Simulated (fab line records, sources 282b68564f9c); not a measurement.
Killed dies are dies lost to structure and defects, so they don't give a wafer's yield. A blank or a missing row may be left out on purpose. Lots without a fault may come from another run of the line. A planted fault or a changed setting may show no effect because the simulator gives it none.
Which tool did it? | flow rit_cmos | 13 lots, 39 wafers sampled, at 2 steps of a route of 202

WHAT THE GAUGES READ, wafer by wafer
RIT_SPACER_THK_MEAS_04. Usual: SPACER_NITRIDE_THK 245.2 nm, standard deviation 1.8.
lot  | measured    | on            | SPACER_NITRIDE_THK (nm) | flag
L805 | day 2 22:49 | film_metro-02 | 244.3 243.7 244.1       |
L806 | day 3 07:47 | film_metro-02 | 243.8 245.2 244.1       |
L807 | day 3 12:28 | film_metro-01 | 246.0 246.0 246.4       |
L811 | day 4 08:22 | film_metro-01 | 245.2 245.0 243.8       |
L813 | day 4 15:15 | film_metro-02 | 244.4 246.7 247.0       |
L815 | day 5 01:01 | film_metro-01 | 216.4 215.5 215.0       | OFF
L817 | day 5 10:34 | film_metro-04 | 219.7 219.6 220.7       | OFF
L818 | day 5 16:11 | film_metro-04 | 241.8 242.0 241.0       |
L819 | day 5 21:07 | film_metro-04 | 244.6 242.6 242.8       |
L821 | day 6 07:26 | film_metro-02 | 248.0 243.9 247.2       |
L822 | day 6 10:50 | film_metro-02 | 243.8 241.7 244.5       |
L825 | day 7 02:53 | film_metro-01 | 245.7 245.4 243.2       |
L828 | day 7 17:34 | film_metro-01 | 246.3 243.7 243.1       |

WHICH TOOL RAN EACH LOT (tool, then ch and the chambers of the sampled wafers, then the start)
lot  | RIT_SPACER_CVD_03
L805 | lpcvd-02 ch 0, day 2 20:53
L806 | lpcvd-01 ch 0, day 3 05:52
L807 | lpcvd-01 ch 0, day 3 10:32
L811 | lpcvd-01 ch 0, day 4 06:27
L813 | lpcvd-02 ch 0, day 4 13:20
L815 | lpcvd-02 ch 1, day 4 23:05
L817 | lpcvd-02 ch 0, day 5 08:39
L818 | lpcvd-01 ch 0, day 5 13:17
L819 | lpcvd-01 ch 1, day 5 18:14
L821 | lpcvd-01 ch 0, day 6 05:32
L822 | lpcvd-01 ch 0, day 6 08:55
L825 | lpcvd-01 ch 1, day 7 00:56
L828 | lpcvd-01 ch 0, day 7 15:39
- RIT_SPACER_CVD_03: deposits Si3N4 from SiH2Cl2/NH3, target thk 250 nm, time 3226 s.

WHAT THE TOOLS THEMSELVES READ (means of the sampled wafers that have a number; where no wafer has one, the mark that the record gives instead)
RIT_SPACER_CVD_03. Usual: susceptor_temp_C 810.0 C, standard deviation 0.36; zone_power_source_pct 20.2 %, standard deviation 0.67.
lot  | tool     | susceptor_temp_C (C) | zone_power_source_pct (%) | flag
L805 | lpcvd-02 | 810.4                | 20.7                      |
L806 | lpcvd-01 | 809.8                | 20.3                      |
L807 | lpcvd-01 | 810.3                | 19.9                      |
L811 | lpcvd-01 | 809.9                | 20.0                      |
L813 | lpcvd-02 | 809.5                | 20.6                      |
L815 | lpcvd-02 | 809.1                | 21.3                      |
L817 | lpcvd-02 | 810.0                | 20.8                      |
L818 | lpcvd-01 | 809.7                | 20.0                      |
L819 | lpcvd-01 | 809.7                | 18.9                      |
L821 | lpcvd-01 | 809.6                | 20.1                      |
L822 | lpcvd-01 | 810.2                | 20.1                      |
L825 | lpcvd-01 | 809.9                | 19.2                      |
L828 | lpcvd-01 | 810.4                | 20.2                      |

THE ANSWER, worked out from the rows above alone
Rule: a lot is off if the mean of its wafers that have a number lies more than 3 standard deviations from the usual mean. A lot without any number at a reading at which 4 lots or more have one is off too. The other lots that the step has rows for count as sound. The gauges are gone through in route order, then the tools' own readings, and for those a lot's mean is taken as printed above. The first step at which some lot is off is used, and at that step the reading that is off furthest; a lot without a number counts as furthest.
Off: L815, L817, at RIT_SPACER_THK_MEAS_04 (SPACER_NITRIDE_THK).
A tool fits if, at a process step before that reading, it ran every lot that is off, and no sound lot after the first of them. The gauges at RIT_SPACER_THK_MEAS_04 are tried like those tools. One fits: lpcvd-02 at RIT_SPACER_CVD_03. Its last sound lot is L813 (day 4 13:20), its first lot that is off L815 (day 4 23:05): a fault that began between those two fits.

WHAT THE SIMULATOR HAD PUT IN
Site profile drift: lpcvd-02, from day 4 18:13 on, at RIT_SPACER_CVD_03. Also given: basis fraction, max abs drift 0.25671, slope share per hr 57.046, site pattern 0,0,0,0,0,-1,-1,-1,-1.
Lots struck among those shown: L815, L817. The rule above found the same.
